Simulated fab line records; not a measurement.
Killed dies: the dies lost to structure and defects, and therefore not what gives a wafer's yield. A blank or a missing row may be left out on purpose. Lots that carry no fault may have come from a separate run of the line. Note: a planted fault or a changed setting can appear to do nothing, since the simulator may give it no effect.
Which of the tools did it?    flow berkeley cmos170    42 wafers from 14 lots sampled at 5 of the route's 331 steps

== WHAT EACH GAUGE READ, for each wafer ==
UCB170_PLDD_TW_MEAS_11. Usual: PLDD_TW typically reads 1016, with standard deviation 9.1.
lot   measured      on             PLDD_TW         flag
L271  day 9 01:59   film metro-01  1015 1024 1016  
L270  day 9 02:14   film metro-04  1026 1033 1028  
L276  day 9 18:38   film metro-04  1027 1031 1031  
L274  day 9 19:19   film metro-03  996 1008 1005   
L273  day 9 20:09   film metro-01  1020 1021 1015  
L275  day 9 20:23   film metro-03  1006 1007 1004  
L277  day 9 20:47   film metro-01  1016 1016 1023  
L278  day 10 09:53  film metro-01  1016 1012 1012  
L279  day 10 10:07  film metro-03  1009 1012 1004  
L281  day 10 22:34  film metro-01  1014 1015 1012  
L283  day 10 23:13  film metro-03  1003 1010 1008  
L286  day 11 07:26  film metro-04  1016 1019 1024  
L288  day 11 22:03  film metro-01  1022 1020 1024  
L290  day 12 10:41  film metro-03  1007 995 1003   

UCB170_NLDD_CD_MEAS_06: the cd target is 1200 nm. Usual: cd nm at 1200.2 nm, with a standard deviation of 1.5.
lot   measured      on         cd nm (nm)            flag
L271  day 9 03:21   cd sem-02  1201.4 1202.5 1201.3  
L270  day 9 03:52   cd sem-02  1200.2 1198.3 1200.1  
L276  day 9 20:34   cd sem-02  1202.8 1201.1 1201.1  
L274  day 9 21:19   cd sem-02  1202.3 1201.5 1200.7  
L273  day 9 23:25   cd sem-02  1198.6 1198.4 1199.3  
L275  day 9 23:26   cd sem-01  1202.0 1201.0 1202.1  
L277  day 10 00:32  cd sem-02  1198.8 1199.5 1198.5  
L278  day 10 11:00  cd sem-02  1201.5 1201.8 1201.5  
L279  day 10 11:39  cd sem-01  1201.9 1199.8 1201.0  
L281  day 11 01:01  cd sem-02  1199.2 1197.6 1199.7  
L283  day 11 01:59  cd sem-02  1202.5 1202.7 1201.5  
L286  day 11 10:45  cd sem-01  1201.4 1201.3 1200.4  
L288  day 11 23:50  cd sem-02  1199.9 1199.4 1199.0  
L290  day 12 13:46  cd sem-02  1198.4 1200.1 1198.4  

UCB170_SILICIDE_RS_MEAS_02: measures by four-point-probe. Usual: SILICIDE_TI_RS typically reads 26.2 ohm/sq, with standard deviation 0.39.
lot   measured      on             SILICIDE_TI_RS (ohm/sq)  flag
L271  day 9 16:55   film metro-01  25.9 25.9 26.0           
L270  day 9 17:11   film metro-04  26.6 27.0 26.7           
L276  day 10 11:13  film metro-02  25.6 25.7 25.6           
L274  day 10 11:13  film metro-01  25.5 26.0 25.5           
L273  day 10 11:23  film metro-01  26.3 26.6 26.7           
L275  day 10 11:48  film metro-04  25.9 26.2 25.9           
L277  day 10 11:46  film metro-01  26.3 25.9 26.6           
L278  day 11 03:12  film metro-04  26.8 26.9 39.6           OFF
L279  day 11 03:38  film metro-02  26.9 26.6 26.2           
L281  day 11 14:33  film metro-02  38.0 25.9 26.0           OFF
L283  day 11 16:21  film metro-04  26.3 26.6 26.7           
L286  day 12 02:10  film metro-04  26.2 26.3 25.9           
L288  day 12 15:47  film metro-02  26.0 25.8 25.7           
L290  day 13 01:01  film metro-02  26.1 25.3 26.0           

UCB170_SILICIDE_THK_MEAS_03: measures by xrf. Usual: SILICIDE_TI_THK typically reads 30.3 nm, with standard deviation 0.5.
lot   measured      on             SILICIDE_TI_THK (nm)  flag
L271  day 9 17:01   film metro-01  30.6 30.6 30.4        
L270  day 9 17:17   film metro-04  29.6 29.2 29.5        
L276  day 10 11:20  film metro-02  31.0 31.1 31.2        
L274  day 10 11:20  film metro-01  31.4 30.8 31.4        
L273  day 10 11:30  film metro-01  30.5 30.1 29.9        
L275  day 10 11:55  film metro-04  30.2 30.0 30.2        
L277  day 10 11:52  film metro-01  30.1 30.7 30.0        
L278  day 11 03:19  film metro-04  29.4 29.2 21.1        OFF
L279  day 11 03:43  film metro-02  29.8 29.8 30.3        
L281  day 11 14:39  film metro-02  22.2 30.7 30.5        OFF
L283  day 11 16:28  film metro-04  29.7 29.6 29.3        
L286  day 12 02:16  film metro-04  30.0 30.0 30.3        
L288  day 12 15:54  film metro-02  30.6 30.8 30.9        
L290  day 13 01:07  film metro-02  30.6 31.4 30.7        

== WHICH TOOL RAN EACH LOT (tool, then ch and the chambers of the sampled wafers, then the start) ==
lot   UCB170_SILICIDE_SPUTTER_01
L271  pvd sputter-01, day 9 16:52
L270  pvd sputter-02, day 9 17:07
L276  pvd sputter-01, day 10 11:08
L274  pvd sputter-02, day 10 10:58
L273  pvd sputter-03, day 10 11:17
L275  pvd sputter-01, day 10 11:46
L277  pvd sputter-02, day 10 11:41
L278  pvd sputter-02, day 11 03:09
L279  pvd sputter-03, day 11 03:32
L281  pvd sputter-02, day 11 14:29
L283  pvd sputter-03, day 11 16:17
L286  pvd sputter-01, day 12 02:07
L288  pvd sputter-01, day 12 15:45
L290  pvd sputter-01, day 13 00:56
- UCB170_SILICIDE_SPUTTER_01: material Ti, target thk 30 nm, time 25 s.

== AS READ BY THE TOOLS THEMSELVES (means over the sampled wafers that have a number; for cases with no such wafer, the mark the record gives instead) ==
UCB170_SILICIDE_SPUTTER_01. Usual: throttle valve pct at 29.7 %, with a standard deviation of 1.
lot   tool            throttle valve pct (%)  flag
L271  pvd sputter-01  29.6                    
L270  pvd sputter-02  30.2                    
L276  pvd sputter-01  29.4                    
L274  pvd sputter-02  30.5                    
L273  pvd sputter-03  29.6                    
L275  pvd sputter-01  30.3                    
L277  pvd sputter-02  29.2                    
L278  pvd sputter-02  29.4                    
L279  pvd sputter-03  30.1                    
L281  pvd sputter-02  30.3                    
L283  pvd sputter-03  29.7                    
L286  pvd sputter-01  29.6                    
L288  pvd sputter-01  31.1                    
L290  pvd sputter-01  31.2                    

== THE ANSWER, worked out from the rows above alone ==
Rule: a lot counts as off when the mean over its wafers that have a number is more than 3 standard deviations away from the usual mean. Also off: a lot with no number at a reading for which 4 or more lots have one. All remaining lots with rows at the step are treated as sound. Order of review: gauges by route order, followed by the tools' own readings, for which a lot's mean as printed above is used. At the first step where some lot is off, the reading lying furthest off is the one used; lots without a number count as furthest.
Off: L278, L281, at UCB170_SILICIDE_RS_MEAS_02 (SILICIDE_TI_RS).
A tool fits if, at a process step before that reading, it ran every lot that is off, and no sound lot after the first of them. Gauges at UCB170_SILICIDE_RS_MEAS_02: tried the same way as those tools. One candidate fits, namely pvd sputter-02 at UCB170_SILICIDE_SPUTTER_01. Its last sound lot is L277 (day 10 11:41), its first lot that is off L278 (day 11 03:09): a fault that began between those two fits.

== WHAT THE SIMULATOR HAD INSERTED ==
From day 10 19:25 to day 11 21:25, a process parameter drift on pvd sputter-02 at UCB170_SILICIDE_SPUTTER_01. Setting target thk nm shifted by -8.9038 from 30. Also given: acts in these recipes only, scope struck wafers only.
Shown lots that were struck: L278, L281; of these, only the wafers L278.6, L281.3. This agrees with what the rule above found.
